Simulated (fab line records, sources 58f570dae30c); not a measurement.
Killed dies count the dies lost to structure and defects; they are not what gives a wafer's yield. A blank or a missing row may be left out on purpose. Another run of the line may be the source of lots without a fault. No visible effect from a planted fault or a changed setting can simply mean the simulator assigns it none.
2 desks, one fault    flow berkeley-cmos170    every desk sees just its own numbers, and what lay behind them comes last

## AT THE TOOL OWNER'S DESK: cmp-02
The tool's own readings at UCB170_V1_CMP_02 (polishes SiO2): means of the sampled wafers that have a number, for each lot that ran on this tool. If a lot's mean is further than 4 standard deviations from the usual mean, the lot is out of limits and carries the mark OUT (the distance appears in the brackets).
Columns: A = edge-zone-pressure-frac at UCB170_V1_CMP_02, usual 1.000; B = motor-current-A at UCB170_V1_CMP_02, usual 16.7 A
lot   first seen here  A                 B
L312  day 7 04:58      1.000             15.9
L314  day 7 08:47      1.002             16.2
L315  day 7 20:34      1.035 (+7.0) OUT  15.8
L316  day 8 06:11      1.040 (+7.8) OUT  16.8
L329  day 10 17:41     0.998             14.9
L330  day 10 17:56     1.001             15.7
L332  day 11 14:10     1.002             16.1
L335  day 11 23:47     0.998             16.5
This desk's finding: out of limits on L315, L316; first on L315, day 7 20:34 (edge-zone-pressure-frac at UCB170_V1_CMP_02). In limits: L312, L314, L329, L330, L332, L335.

## METROLOGY DESK
What the gauges read for every lot (on any tool): the sampled wafers with a number, averaged. If a lot's mean is further than 4 standard deviations from the usual mean, the lot is out of limits and carries the mark OUT (the distance appears in the brackets).
Columns: A = SILICIDE_TI_THK at UCB170_SILICIDE_THK_MEAS_03, usual 30.2 nm
lot   first seen here  A
L312  day 6 17:46      30.7
L313  day 6 18:14      30.1
L314  day 6 21:59      30.1
L315  day 7 05:55      30.5
L316  day 7 17:33      30.2
L325  day 9 14:08      30.2
L326  day 9 17:19      29.7
L328  day 9 17:50      30.3
L329  day 10 04:15     30.1
L330  day 10 04:27     30.3
L331  day 11 03:02     30.2
L332  day 11 03:09     30.1
L333  day 11 05:14     30.5
L335  day 11 13:15     30.4
Result from this desk: across the 14 lots, nothing is out of limits.

## BROUGHT TOGETHER
The tool owner's desk had the chance to raise an alarm at day 7 20:34 on L315, L316.
The metrology desk saw nothing out of limits.
The metrology desk holds a record of L315, L316, inside its limits.
The lots listed all ran UCB170_V1_CMP_02 on cmp-02.

## WHAT HAD BEEN PUT IN BY THE SIMULATOR
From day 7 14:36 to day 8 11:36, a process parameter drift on cmp-02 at UCB170_V1_CMP_02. Setting edge-zone-pressure-frac changed by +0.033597.
Shown lots that were struck: L315, L316.
Delay in hours, fault start to first out-of-limits reading, by desk: the tool owner's desk at 6.
